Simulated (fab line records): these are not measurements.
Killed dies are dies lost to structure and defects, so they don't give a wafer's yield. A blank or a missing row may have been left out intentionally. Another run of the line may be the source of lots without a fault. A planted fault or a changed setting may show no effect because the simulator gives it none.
Which of the tools did it? | flow berkeleyCmos170 | Sampling: 14 lots, 38 wafers, 2 of 331 route steps

WHAT THE GAUGES SHOWED, per wafer
UCB170_CONTACT_OVL_MEAS_16.
lot  | measured     | on         | CONTACT_OVL (nm)
L871 | day 6 22:14  | overlay-01 | -4 0 -3
L874 | day 7 06:23  | overlay-01 | 0 1 0
L873 | day 7 06:40  | overlay-01 | 1 -6 -3
L872 | day 7 08:17  | overlay-01 | 6 10 8
L876 | day 8 00:04  | overlay-02 | -2 1 -6
L878 | day 8 17:13  | overlay-02 | 4 -2 -3
L880 | day 9 03:35  | overlay-01 | 1
L882 | day 9 05:32  | overlay-01 | -3
L887 | day 10 09:31 | overlay-02 | -7 2 0
L885 | day 10 12:16 | overlay-01 | -1 3 11
L888 | day 10 12:31 | overlay-02 | 0 -2 -5
L890 | day 11 07:59 | overlay-01 | 15 9 12
L891 | day 11 17:46 | overlay-02 | -2 -2 2
L893 | day 12 03:15 | overlay-01 | -4 -4 3

WHAT TOOL EACH LOT RAN ON (gives the tool, then ch and the chambers of the sampled wafers, and finally the start)
lot  | UCB170_BACKSIDE_STRIP_03
L871 | plasmaAsher-03 ch 0,1, day 6 15:00
L874 | plasmaAsher-03 ch 1, day 7 01:11
L873 | plasmaAsher-04 ch 0,1, day 7 01:28
L872 | plasmaAsher-01 ch 0,1, day 7 01:38
L876 | plasmaAsher-03 ch 0,1, day 7 17:48
L878 | plasmaAsher-04 ch 0,1, day 8 12:10
L880 | plasmaAsher-01 ch 1, day 8 22:22
L882 | plasmaAsher-01 ch 0, day 8 23:10
L887 | plasmaAsher-01 ch 0,1, day 10 04:22
L885 | plasmaAsher-01 ch 0, day 10 04:49
L888 | plasmaAsher-04 ch 0,1, day 10 05:16
L890 | plasmaAsher-03 ch 0,1, day 11 02:40
L891 | plasmaAsher-03 ch 0,1, day 11 11:26
L893 | plasmaAsher-04 ch 0,1, day 11 20:50
- UCB170_BACKSIDE_STRIP_03: strips in O2.

AS READ BY THE TOOLS THEMSELVES (means over the sampled wafers that have a number; for cases with no such wafer, the mark the record gives instead)
UCB170_BACKSIDE_STRIP_03.
lot  | tool           | drypumpMotorCurrentA (A) | oesProductAu (a.u.) | stripTimeToEndpointS (s)
L871 | plasmaAsher-03 | 6.0                      | 0.735               | 22.06
L874 | plasmaAsher-03 | 5.8                      | 0.735               | 21.97
L873 | plasmaAsher-04 | 5.8                      | 0.733               | 22.06
L872 | plasmaAsher-01 | 5.4                      | 0.732               | 21.89
L876 | plasmaAsher-03 | 6.2                      | 0.734               | 21.99
L878 | plasmaAsher-04 | 5.8                      | 0.738               | 22.01
L880 | plasmaAsher-01 | 5.7                      | 0.734               | 21.99
L882 | plasmaAsher-01 | 5.0                      | 0.733               | 21.93
L887 | plasmaAsher-01 | 5.5                      | 0.734               | 21.94
L885 | plasmaAsher-01 | 5.0                      | 0.734               | 22.09
L888 | plasmaAsher-04 | 5.8                      | 0.739               | 22.05
L890 | plasmaAsher-03 | 6.0                      | 0.737               | 21.87
L891 | plasmaAsher-03 | 6.1                      | 0.735               | 21.97
L893 | plasmaAsher-04 | 5.7                      | 0.734               | 21.96

THE ANSWER, worked out from the rows above alone
Rule: the usual values come from the lots themselves. Put in order of their means at a reading, lots are off if they are a third of the lots or fewer, leave a main group of 4 or more, and stand apart from it by a gap of 3 or more times the standard deviation of the main group's means; of several such gaps the widest counts. The tables above print the reading to a certain number of digits; a main group whose means all agree to those digits is not used. A lot without any number at a reading at which 4 lots or more have one is off too. Any other lot the step has rows for is counted as sound. First the gauges in route order, then the tools' own readings, where a lot's mean is used as printed above. At the first step where some lot is off, the reading lying furthest off is the one used; lots without a number count as furthest.
No lot is off at any reading shown: from this, nothing can be told.

WHAT WAS PUT IN BY THE SIMULATOR
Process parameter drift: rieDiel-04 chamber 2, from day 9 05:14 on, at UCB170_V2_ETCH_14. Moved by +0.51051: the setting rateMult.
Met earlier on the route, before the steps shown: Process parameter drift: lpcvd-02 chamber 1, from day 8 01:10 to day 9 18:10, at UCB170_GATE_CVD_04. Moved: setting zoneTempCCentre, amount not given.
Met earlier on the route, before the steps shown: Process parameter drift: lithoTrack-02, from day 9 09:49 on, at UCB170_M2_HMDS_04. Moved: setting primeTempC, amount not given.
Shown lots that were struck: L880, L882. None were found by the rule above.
